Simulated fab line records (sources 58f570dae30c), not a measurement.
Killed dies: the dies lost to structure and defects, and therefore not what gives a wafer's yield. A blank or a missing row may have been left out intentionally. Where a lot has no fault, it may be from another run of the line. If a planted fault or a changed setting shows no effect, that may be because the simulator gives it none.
fab line records + flow berkeleyCmos170
record:
- lots: 15
- wafers: 45
- lastDay: 12
route steps=331 shown NWELL@27 PFIELD@84 FIELD@126 GATE@143
lots with no fault: from the same line, run without faults
startH: hours from the record's first day to the start of the lot's first wafer shown + waitH: hours from the lot's prior step to this one + " repeats the value in the row above + L1.1+2: several wafers, shown together as one row + - either no value or no given start + * or withheld: withheld + < > ~ a bound
route shown NAME@n: NAME is a module with steps in the file, n the number in the route of the first one + usual: mean and standard deviation over wafers with no fault + same: alike in all rows + chamber/n: place in a boat + sites: the reading at each site + _std_site: the standard deviation of these + _edge_site: the outer-site mean with the inner-site mean subtracted + radiusMm: for every site, how far away it sits from the centre of the wafer + mask NAME#n: copy n + behind: the last tool/chamber to shape the wafer + hold: what put the lot on hold/how long, in hours/how the hold closed + device: the n, p or np transistor that did not switch + end of line: at the end of the route, the tests of the same wafers + where a step has no rows: the recipe by itself + killed: at the first sort, the dies lost to defects and structure; wafer yield is something else + map: dies across one wafer; x = killed, . = not, _ = none there
set.NAME: setting as actually run; set.NAME@STEP: the setting as run at that earlier step + model.NAME: the simulator's own value behind a step, which no gauge read
a sample of lots followed through the steps of the route, with each step as a table and each wafer as a row
services: a tool's chamber out of use, with start hour (startH, from the record's first day; less than 0 if before it), hours out, and reason
== steps ==
step: UCB170_NWELL_ETCH_13
recipe:
- chemistry: CH3F/Ar/O2
- target: Si3N4
- stopOn: SiO2
- CH3F_flow_sccm: 20
- Ar_flow_sccm: 50
- O2_flow_sccm: 7
- pressureMtorr: 50
- rfW: 450
- targetDepthA: 2464
- overEtchFrac: 0.1089
- timeS: 154
usual:
- drypumpMotorCurrentA: 5.3/0.35
- mfcArSccm: 49.99/0.14
- oesProductAu: 0.943/0.012
- throttleValvePct: 8.09/0.093
| lot.wafer | tool       | chamber | startH | waitH | drypumpMotorCurrentA | mfcArSccm | oesProductAu | rfHoursCounterH | throttleValvePct |
|-----------|------------|---------|--------|-------|----------------------|-----------|--------------|-----------------|------------------|
| L108.2    | rieDiel-01 | 3       | 46.18  | 0.0   | 5.1                  | 50.06     | 0.911        | 50              | 8.17             |
| L108.3    | "          | 2       | "      | "     | 4.9                  | 49.74     | 0.929        | 53              | 8.17             |
| L108.5    | "          | 2       | "      | "     | 4.9                  | 49.84     | 0.928        | -               | 8.15             |
| L107.1    | rieDiel-02 | 3       | 46.37  | 0.0   | 5.3                  | 49.89     | 0.952        | 1               | 7.98             |
| L107.2    | "          | 2       | "      | "     | 5.4                  | 49.88     | 0.936        | 7               | 8.14             |
| L107.6    | "          | 1       | "      | "     | 5.0                  | 49.85     | 0.946        | -               | 8.07             |
| L110.1    | rieDiel-04 | 2       | 54.68  | 0.0   | 5.8                  | 50.19     | 0.933        | 154             | 8.21             |
| L110.3    | "          | 2       | "      | "     | 5.8                  | 50.31     | 0.936        | -               | 8.21             |
| L110.6    | "          | 3       | "      | "     | 5.6                  | 49.85     | 0.928        | -               | 8.16             |
| L111.2    | rieDiel-04 | 3       | 70.12  | 0.0   | 5.6                  | 50.16     | 0.934        | 43              | 8.16             |
| L111.4    | "          | 2       | "      | "     | 5.8                  | 49.97     | 0.937        | -               | 8.21             |
| L111.5    | "          | 3       | "      | "     | 5.6                  | 50.13     | 0.938        | -               | 8.12             |
| L115.2    | rieDiel-01 | 1       | 81.71  | 0.0   | 5.7                  | 50.06     | 0.939        | 45              | 8.17             |
| L115.4    | "          | 0       | "      | "     | 5.3                  | 50.00     | 0.938        | 48              | 7.95             |
| L115.6    | "          | 2       | "      | "     | 4.9                  | 49.79     | 0.923        | -               | 8.15             |
| L117.2    | rieDiel-01 | 2       | 93.29  | 0.0   | 4.8                  | 49.95     | 0.936        | 55              | 8.16             |
| L117.5    | "          | 0       | "      | "     | 5.3                  | 49.94     | 0.937        | -               | 7.94             |
| L117.6    | "          | 3       | "      | "     | 5.1                  | 50.06     | 0.925        | -               | 8.16             |
| L116.1    | rieDiel-04 | 3       | 94.01  | 0.0   | 5.6                  | 50.08     | 0.946        | 44              | 8.15             |
| L116.5    | "          | 3       | "      | "     | 5.6                  | 50.03     | 0.937        | -               | 8.16             |
| L116.6    | "          | 0       | "      | "     | 5.0                  | 50.15     | 0.958        | -               | 8.08             |
| L123.1    | rieDiel-04 | 2       | 118.66 | 0.0   | 5.7                  | 49.76     | 0.942        | 158             | 8.22             |
| L123.2    | "          | 0       | "      | "     | 5.0                  | 49.79     | 0.953        | 57              | 8.09             |
| L123.4    | "          | 3       | "      | "     | 5.6                  | 50.03     | 0.925        | -               | 8.15             |
| L122.1    | rieDiel-02 | 2       | 118.95 | 0.0   | 5.5                  | 49.99     | 0.953        | 10              | 8.13             |
| L122.2    | "          | 0       | "      | "     | 4.8                  | 50.00     | 0.952        | 152             | 7.91             |
| L122.3    | "          | 3       | "      | "     | 5.3                  | 50.12     | 0.958        | 4               | 8.01             |
| L124.3    | rieDiel-02 | 1       | 129.71 | 0.0   | 5.1                  | 50.15     | 0.947        | 105             | 8.07             |
| L124.4    | "          | 0       | "      | "     | 4.8                  | 50.13     | 0.955        | 152             | 7.91             |
| L124.6    | "          | 2       | "      | "     | 5.4                  | 50.03     | 0.949        | -               | 8.14             |
| L125.3    | rieDiel-01 | 0       | 129.83 | 0.0   | 5.3                  | 49.70     | 0.944        | 50              | 7.96             |
| L125.4    | "          | 2       | "      | "     | 4.9                  | 50.12     | 0.943        | 56              | 8.16             |
| L125.6    | "          | 0       | "      | "     | 5.3                  | 49.68     | 0.952        | -               | 7.96             |
| L126.1    | rieDiel-04 | 3       | 140.14 | 0.0   | 5.6                  | 50.18     | 0.927        | 47              | 8.13             |
| L126.4    | "          | 2       | "      | "     | 5.8                  | 49.97     | 0.936        | -               | 8.21             |
| L126.6    | "          | 0       | "      | "     | 5.0                  | 50.12     | 0.954        | -               | 8.10             |
| L128.1    | rieDiel-01 | 3       | 140.25 | 0.0   | 5.1                  | 50.11     | 0.920        | 54              | 8.17             |
| L128.4    | "          | 2       | "      | "     | 4.8                  | 49.83     | 0.943        | 57              | 8.14             |
| L128.5    | "          | 3       | "      | "     | 5.1                  | 50.06     | 0.920        | -               | 8.16             |
| L127.3    | rieDiel-02 | 3       | 140.41 | 0.0   | 5.3                  | 49.94     | 0.953        | 5               | 8.00             |
| L127.4    | "          | 1       | "      | "     | 5.0                  | 49.93     | 0.955        | 105             | 8.07             |
| L127.5    | "          | 0       | "      | "     | 4.8                  | 49.83     | 0.953        | -               | 7.89             |
| L129.3    | rieDiel-04 | 3       | 154.85 | 0.0   | 5.6                  | 49.94     | 0.935        | 48              | 8.15             |
| L129.4    | "          | 3       | "      | "     | 5.6                  | 49.90     | 0.943        | -               | 8.14             |
| L129.6    | "          | 1       | "      | "     | 6.4                  | 49.85     | 0.944        | -               | 8.10             |
step: UCB170_PFIELD_DEVELOP_05
recipe:
- developer: TMAH
- developTimeS: 45.61
- resist: KrF
- devTempC: 21
usual:
- chillPlateTempC: 23.00/0.11
- developTimeS: 45.61/0
| lot.wafer | tool          | chamber | startH | waitH | chillPlateTempC | developTimeS |
|-----------|---------------|---------|--------|-------|-----------------|--------------|
| L110.1    | lithoTrack-01 | 0       | 114    | -     | 22.93           | 45.61        |
| L110.3    | "             | 0       | "      | "     | 22.97           | 45.61        |
| L110.6    | "             | 0       | "      | "     | 22.98           | 45.61        |
| L108.2    | lithoTrack-03 | 0       | 115    | -     | 22.70           | 45.61        |
| L108.3    | "             | 0       | "      | "     | 22.86           | 45.61        |
| L108.5    | "             | 0       | "      | "     | 23.03           | 45.61        |
| L107.1    | lithoTrack-01 | 0       | 115    | -     | 23.12           | 45.61        |
| L107.2    | "             | 0       | "      | "     | 23.15           | 45.61        |
| L107.6    | "             | 0       | "      | "     | 22.94           | 45.61        |
| L111.2    | lithoTrack-01 | 0       | 123    | -     | 23.16           | 45.61        |
| L111.4    | "             | 0       | "      | "     | 23.28           | 45.61        |
| L111.5    | "             | 0       | "      | "     | 23.15           | 45.61        |
| L115.2    | lithoTrack-01 | -       | 131    | -     | -               | -            |
| L115.4    | "             | -       | "      | "     | -               | -            |
| L115.6    | "             | -       | "      | "     | -               | -            |
| L117.2    | lithoTrack-01 | -       | 153    | -     | -               | -            |
| L117.5    | "             | -       | "      | "     | -               | -            |
| L117.6    | "             | -       | "      | "     | -               | -            |
| L116.1    | lithoTrack-01 | -       | 153    | -     | -               | -            |
| L116.5    | "             | -       | "      | "     | -               | -            |
| L116.6    | "             | -       | "      | "     | -               | -            |
| L122.1    | lithoTrack-03 | 0       | 179    | -     | 23.08           | 45.61        |
| L122.2    | "             | 0       | "      | "     | 23.02           | 45.61        |
| L122.3    | "             | 0       | "      | "     | 22.95           | 45.61        |
| L124.3    | lithoTrack-01 | 0       | 180    | -     | 22.95           | 45.61        |
| L124.4    | "             | 0       | "      | "     | 23.00           | 45.61        |
| L124.6    | "             | 0       | "      | "     | 22.99           | 45.61        |
| L123.1    | lithoTrack-03 | 0       | 180    | -     | 22.99           | 45.61        |
| L123.2    | "             | 0       | "      | "     | 23.11           | 45.61        |
| L123.4    | "             | 0       | "      | "     | 23.02           | 45.61        |
| L125.3    | lithoTrack-03 | 0       | 180    | -     | 22.94           | 45.61        |
| L125.4    | "             | 0       | "      | "     | 23.01           | 45.61        |
| L125.6    | "             | 0       | "      | "     | 22.92           | 45.61        |
| L128.1    | lithoTrack-02 | 0       | 196    | -     | 23.18           | 45.61        |
| L128.4    | "             | 0       | "      | "     | 23.14           | 45.61        |
| L128.5    | "             | 0       | "      | "     | 23.20           | 45.61        |
| L127.3    | lithoTrack-03 | 0       | 196    | -     | 23.07           | 45.61        |
| L127.4    | "             | 0       | "      | "     | 22.88           | 45.61        |
| L127.5    | "             | 0       | "      | "     | 23.03           | 45.61        |
| L126.1    | lithoTrack-03 | 0       | 197    | -     | 23.06           | 45.61        |
| L126.4    | "             | 0       | "      | "     | 23.00           | 45.61        |
| L126.6    | "             | 0       | "      | "     | 23.06           | 45.61        |
| L129.3    | lithoTrack-01 | 0       | 209    | -     | 22.88           | 45.61        |
| L129.4    | "             | 0       | "      | "     | 22.95           | 45.61        |
| L129.6    | "             | 0       | "      | "     | 23.06           | 45.61        |
step: UCB170_FIELD_THK_MEAS_91
recipe:
- reads: SiO2_of_FIELD_OXIDATION_01
usual:
- FIELD_OXIDE_LEFT_2_THK: 360/10
| lot.wafer | tool         | chamber | startH | waitH | FIELD_OXIDE_LEFT_2_THK[nm] |
|-----------|--------------|---------|--------|-------|----------------------------|
| L110.1    | filmMetro-04 | -       | 153.06 | 0.0   | 363                        |
| L110.3    | "            | -       | "      | "     | 362                        |
| L110.6    | "            | -       | "      | "     | 367                        |
| L108.2    | filmMetro-04 | -       | 153.47 | 0.0   | 374                        |
| L108.3    | "            | -       | "      | "     | 370                        |
| L108.5    | "            | -       | "      | "     | 387                        |
| L107.1    | filmMetro-02 | -       | 153.65 | 0.0   | 368                        |
| L107.2    | "            | -       | "      | "     | 368                        |
| L107.6    | "            | -       | "      | "     | 370                        |
| L111.2    | filmMetro-04 | -       | 159.56 | 0.0   | 358                        |
| L111.4    | "            | -       | "      | "     | 362                        |
| L111.5    | "            | -       | "      | "     | 360                        |
| L115.2    | filmMetro-04 | -       | 175.30 | 0.0   | 345                        |
| L115.4    | "            | -       | "      | "     | 349                        |
| L115.6    | "            | -       | "      | "     | 351                        |
| L116.1    | filmMetro-04 | -       | 190.41 | 0.0   | 370                        |
| L116.5    | "            | -       | "      | "     | 363                        |
| L116.6    | "            | -       | "      | "     | 367                        |
| L117.2    | filmMetro-04 | -       | 190.77 | 0.0   | 341                        |
| L117.5    | "            | -       | "      | "     | 334                        |
| L117.6    | "            | -       | "      | "     | 342                        |
| L122.1    | filmMetro-03 | -       | 211.05 | 0.0   | 357                        |
| L122.2    | "            | -       | "      | "     | 355                        |
| L122.3    | "            | -       | "      | "     | 369                        |
| L125.3    | filmMetro-04 | -       | 211.31 | 0.0   | 347                        |
| L125.4    | "            | -       | "      | "     | 348                        |
| L125.6    | "            | -       | "      | "     | 353                        |
| L123.1    | filmMetro-03 | -       | 211.53 | 0.0   | 349                        |
| L123.2    | "            | -       | "      | "     | 342                        |
| L123.4    | "            | -       | "      | "     | 358                        |
| L124.3    | filmMetro-02 | -       | 211.67 | 0.0   | 352                        |
| L124.4    | "            | -       | "      | "     | 351                        |
| L124.6    | "            | -       | "      | "     | 333                        |
| L127.3    | filmMetro-04 | -       | 229.73 | 0.0   | 361                        |
| L127.4    | "            | -       | "      | "     | 365                        |
| L127.5    | "            | -       | "      | "     | 353                        |
| L126.1    | filmMetro-02 | -       | 229.88 | 0.0   | 367                        |
| L126.4    | "            | -       | "      | "     | 362                        |
| L126.6    | "            | -       | "      | "     | 364                        |
| L128.1    | filmMetro-02 | -       | 230.39 | 0.0   | 380                        |
| L128.4    | "            | -       | "      | "     | 378                        |
| L128.5    | "            | -       | "      | "     | 377                        |
| L129.3    | filmMetro-02 | -       | 242.35 | 0.0   | 360                        |
| L129.4    | "            | -       | "      | "     | 360                        |
| L129.6    | "            | -       | "      | "     | 358                        |
step: UCB170_GATE_CD_MEAS_90
recipe:
- targetCdNm: 350
usual:
- cdNm: 349.5/1.7
| lot.wafer | tool     | chamber | startH | waitH | cdNm  |
|-----------|----------|---------|--------|-------|-------|
| L110.1    | cdSem-02 | -       | 165.62 | 0.1   | 353.6 |
| L110.3    | "        | -       | "      | "     | 352.5 |
| L110.6    | "        | -       | "      | "     | 352.9 |
| L107.1    | cdSem-02 | -       | 165.90 | 0.1   | 348.4 |
| L107.2    | "        | -       | "      | "     | 348.6 |
| L107.6    | "        | -       | "      | "     | 349.5 |
| L108.2    | cdSem-01 | -       | 166.19 | 0.1   | 350.4 |
| L108.3    | "        | -       | "      | "     | 350.6 |
| L108.5    | "        | -       | "      | "     | 352.3 |
| L111.2    | cdSem-02 | -       | 169.08 | 0.1   | 349.8 |
| L111.4    | "        | -       | "      | "     | 350.1 |
| L111.5    | "        | -       | "      | "     | 348.8 |
| L115.2    | cdSem-01 | -       | 190.52 | 0.2   | 348.8 |
| L115.4    | "        | -       | "      | "     | 348.3 |
| L115.6    | "        | -       | "      | "     | 349.1 |
| L116.1    | cdSem-02 | -       | 202.25 | 0.1   | 347.9 |
| L116.5    | "        | -       | "      | "     | 348.8 |
| L116.6    | "        | -       | "      | "     | 350.2 |
| L117.2    | cdSem-01 | -       | 202.70 | 0.1   | 351.4 |
| L117.5    | "        | -       | "      | "     | 349.8 |
| L117.6    | "        | -       | "      | "     | 350.1 |
| L122.1    | cdSem-02 | -       | 227.19 | 0.1   | 347.3 |
| L122.2    | "        | -       | "      | "     | 347.3 |
| L122.3    | "        | -       | "      | "     | 349.4 |
| L124.3    | cdSem-02 | -       | 228.13 | 0.2   | 348.4 |
| L124.4    | "        | -       | "      | "     | 348.2 |
| L124.6    | "        | -       | "      | "     | 346.6 |
| L123.1    | cdSem-01 | -       | 228.28 | 0.3   | 349.0 |
| L123.2    | "        | -       | "      | "     | 348.7 |
| L123.4    | "        | -       | "      | "     | 348.3 |
| L125.3    | cdSem-02 | -       | 228.37 | 0.2   | 350.3 |
| L125.4    | "        | -       | "      | "     | 352.4 |
| L125.6    | "        | -       | "      | "     | 349.5 |
| L126.1    | cdSem-02 | -       | 243.21 | 0.1   | 348.0 |
| L126.4    | "        | -       | "      | "     | 348.6 |
| L126.6    | "        | -       | "      | "     | 349.3 |
| L127.3    | cdSem-01 | -       | 243.48 | 0.1   | 348.5 |
| L127.4    | "        | -       | "      | "     | 349.3 |
| L127.5    | "        | -       | "      | "     | 348.3 |
| L128.1    | cdSem-02 | -       | 243.55 | 0.1   | 350.7 |
| L128.4    | "        | -       | "      | "     | 349.7 |
| L128.5    | "        | -       | "      | "     | 350.2 |
| L129.3    | cdSem-01 | -       | 255.49 | 0.1   | 350.0 |
| L129.4    | "        | -       | "      | "     | 351.1 |
| L129.6    | "        | -       | "      | "     | 348.0 |
== services ==
| tool       | chamber | startH | hours | kind          |
|------------|---------|--------|-------|---------------|
| rieDiel-02 | -       | 46.90  | 1.6   | repair        |
| rieDiel-04 | 3       | 87.03  | 3.8   | repair        |
| rieDiel-02 | -       | 92.99  | 1.1   | repair        |
| rieDiel-04 | 2       | 93.12  | 6.0   | repair        |
| rieDiel-01 | -       | 124.96 | 2.8   | pm            |
| rieDiel-02 | 0       | 147.48 | -     | clean         |
| rieDiel-02 | 0       | 147.48 | 36.2  | scheduledDown |
| rieDiel-02 | 0       | 147.48 | 36.2  | ventCycle     |
| rieDiel-04 | 2       | 148.68 | -     | clean         |
| rieDiel-04 | 2       | 148.68 | 15.4  | scheduledDown |
| rieDiel-04 | 2       | 148.68 | 15.4  | ventCycle     |
| rieDiel-04 | 1       | 174.74 | 4.4   | repair        |
== key ==
firstSign:
- step: UCB170_PFIELD_DEVELOP_05
- reading: toolRecord
- direction: missing
effect none on later readings
metAt UCB170_PFIELD_DEVELOP_05
struckLots L115,L116,L117
sortLeftOut L115.2,L115.4,L115.6,L116.1,L116.5,L116.6,L117.2,L117.5,L117.6
testerLeftOut L115,L116,L117
notActingAt UCB170_NWELL_ETCH_13,UCB170_FIELD_THK_MEAS_91,UCB170_GATE_CD_MEAS_90
fault:
- kind: skippedStepWhole
- tool: lithoTrack-01
- chamber: -
- onsetH: 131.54
- steps: UCB170_PFIELD_DEVELOP_05
- scope: struckLotsOnly
testerLeftOut: of these lots the tester's yield and bins aren't shown, on N5 and GAA mostly nor the transistor test; their killed dies are dies lost to structure and defects alone, not to doping, threshold or leakage, so they don't give the yield
sortLeftOut: the simulated sort isn't trusted on such a fault, so these wafers' sort isn't shown, and their yield isn't known
